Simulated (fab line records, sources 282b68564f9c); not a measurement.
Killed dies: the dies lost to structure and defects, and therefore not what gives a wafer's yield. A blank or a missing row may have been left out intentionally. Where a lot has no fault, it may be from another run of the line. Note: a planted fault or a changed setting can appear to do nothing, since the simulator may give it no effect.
Comparing a struck lot with a sound one    flow ritCmos    23 steps out of a route of 202
Sound: the wafers L699.1, L699.2, L699.4. The struck wafers were L710.1, L710.2, L710.4. The cause comes at the end.
For every step that has rows: the tool of each side, followed by ch and its chambers, followed by its first start. Under that, the readings that differ: sound wafers    struck wafers    difference of the means    sigmas: that difference in standard deviations of wafers without a fault.
alike: a reading whose means differ by less than 2 such deviations, as well as words and numbers matching on both sides. not compared: withheld readings; readings where some wafer has no value; bounds like >300 that might hide an equal value; numbers whose values overlap and for which the record gives no deviation.
The two part at a step that has a row with sigmas, a row that says differs or no value, or rows on one side only. Non-overlapping numbers with no deviation appear without sigmas and do not part them. A reading that every wafer of one side lacks parts them only if that side has two wafers or more.

RIT_CONTACT_CD_MEAS_08 targets a cd of 1000 nm.
  sound on cdSem-02 at day 3 08:26; struck on cdSem-01 at day 5 21:23
  alike: cdNm
RIT_CONTACT_OVL_MEAS_09:
  sound on overlay-01 at day 3 08:33; struck on overlay-02 at day 5 21:31
  alike: CONTACT_OVL
then, 1 step without rows for these wafers: RIT_CONTACT_HARDBAKE_10 (time 60 s).
RIT_CONTACT_ETCH_11: etches SiO2 in CHF3/CF4/Ar, stops on TiSi2, target depth 480 nm, time 320 s.
  sound on rieDiel-02 ch 0,2,3, day 3 08:44; struck on rieDiel-02 ch 1,2,3, day 5 21:46
  alike: O2_flow_sccm, drypumpMotorCurrentA, oesProductAu, throttleValvePct
  not compared: rfHoursCounterH
RIT_CONTACT_STRIP_12: strips in O2, time 180 s.
  sound on plasmaAsher-01 ch 0,1, day 3 08:56; struck on plasmaAsher-03 ch 0,1, day 5 21:58
  alike: drypumpMotorCurrentA
  not compared: rfHoursCounterH
RIT_CONTACT_CD_MEAS_90 targets a cd of 1000 nm.
  sound on cdSem-01 at day 3 09:07; struck on cdSem-02 at day 5 22:08
  alike: cdNm
then, 2 steps without rows for these wafers: RIT_CONTACT_CLEAN_13 (cleans in SC1, time 600 s); RIT_CONTACT_CLEAN_14 (cleans in SC2, time 600 s).
RIT_M1_SPUTTER_00: material Al, target thk 400 nm, time 500 s.
  sound on pvdSputter-01 at day 3 09:35; struck on pvdSputter-03 at day 5 22:37
  alike: throttleValvePct
RIT_M1_RS_MEAS_01: measurement is done with a four-point probe.
  sound on filmMetro-03 at day 3 09:53; struck on filmMetro-03 at day 5 22:55
  alike: M1_AL_RS
RIT_M1_THK_MEAS_02: measures by xrf.
  sound on filmMetro-03 at day 3 10:01; struck on filmMetro-03 at day 5 23:02
  alike: M1_AL_THK
then, 1 step without rows for these wafers: RIT_M1_HMDS_03 (prime time 60 s).
RIT_M1_COAT_04: resist thk 1300 nm.
  sound on lithoTrack-03 ch 0, day 3 10:13; struck on lithoTrack-01 ch 0, day 5 23:14
reading                                 sound           struck          difference  sigmas
model.NOVOLAK_of_M1_COAT_04.thkNm (nm)  1293 1300 1297  1370 1366 1369  +72         
then, 4 steps without rows for these wafers: RIT_M1_SOFTBAKE_05 (time 60 s); RIT_M1_EXPOSE_06 (exposes mask M12, target cd 2600 nm); RIT_M1_PEB_07; RIT_M1_DEVELOP_08 (develop time 68 s).
RIT_M1_CD_MEAS_09 targets a cd of 2600 nm.
  sound on cdSem-02 at day 3 10:57; struck on cdSem-01 at day 6 00:05
reading    sound                 struck                difference  sigmas
cdNm (nm)  2599.2 2598.3 2602.8  2606.3 2609.2 2608.8  +8.0        +3
RIT_M1_OVL_MEAS_10:
  sound on overlay-02 at day 3 11:04; struck on overlay-01 at day 6 00:13
  alike: M1_OVL
then, 1 step without rows for these wafers: RIT_M1_HARDBAKE_11 (time 120 s).
RIT_M1_METAL_ETCH_12: etches Al in Cl2/BCl3, stops on SiO2, time 165 s, target depth 600 nm.
  sound on rieMetal-02 ch 0,1, day 3 11:22; struck on rieMetal-04 ch 1, day 6 00:30
reading                                 sound              struck             difference  sigmas
model.NOVOLAK_of_M1_COAT_04.thkNm (nm)  809.8 820.9 813.5  888.3 885.3 886.2  +71.9       
  alike: drypumpMotorCurrentA, oesProductAu, throttleValvePct
  not compared: rfHoursCounterH
then, 1 step without rows for these wafers: RIT_M1_STRIP_13 (strips in nmp, time 600 s).
RIT_M1_PROBE_99:
  sound on prober-02 at day 3 13:37; struck on prober-01 at day 6 02:56
  alike: defectLimitedYield, killedAtContacts, killedAtFrontEnd, killedDies, killedOpen, killedShort, sort_bin_3_pad_short, sort_bin_5_function, sort_bin_6_memory, sortNPass, sortYieldPct

WHERE THEY PART
Only at RIT_M1_CD_MEAS_09, as far as this record shows. Later steps at which nothing parts them and some readings are alike: RIT_M1_OVL_MEAS_10, RIT_M1_METAL_ETCH_12, RIT_M1_PROBE_99.

WHY: what the simulator had put in
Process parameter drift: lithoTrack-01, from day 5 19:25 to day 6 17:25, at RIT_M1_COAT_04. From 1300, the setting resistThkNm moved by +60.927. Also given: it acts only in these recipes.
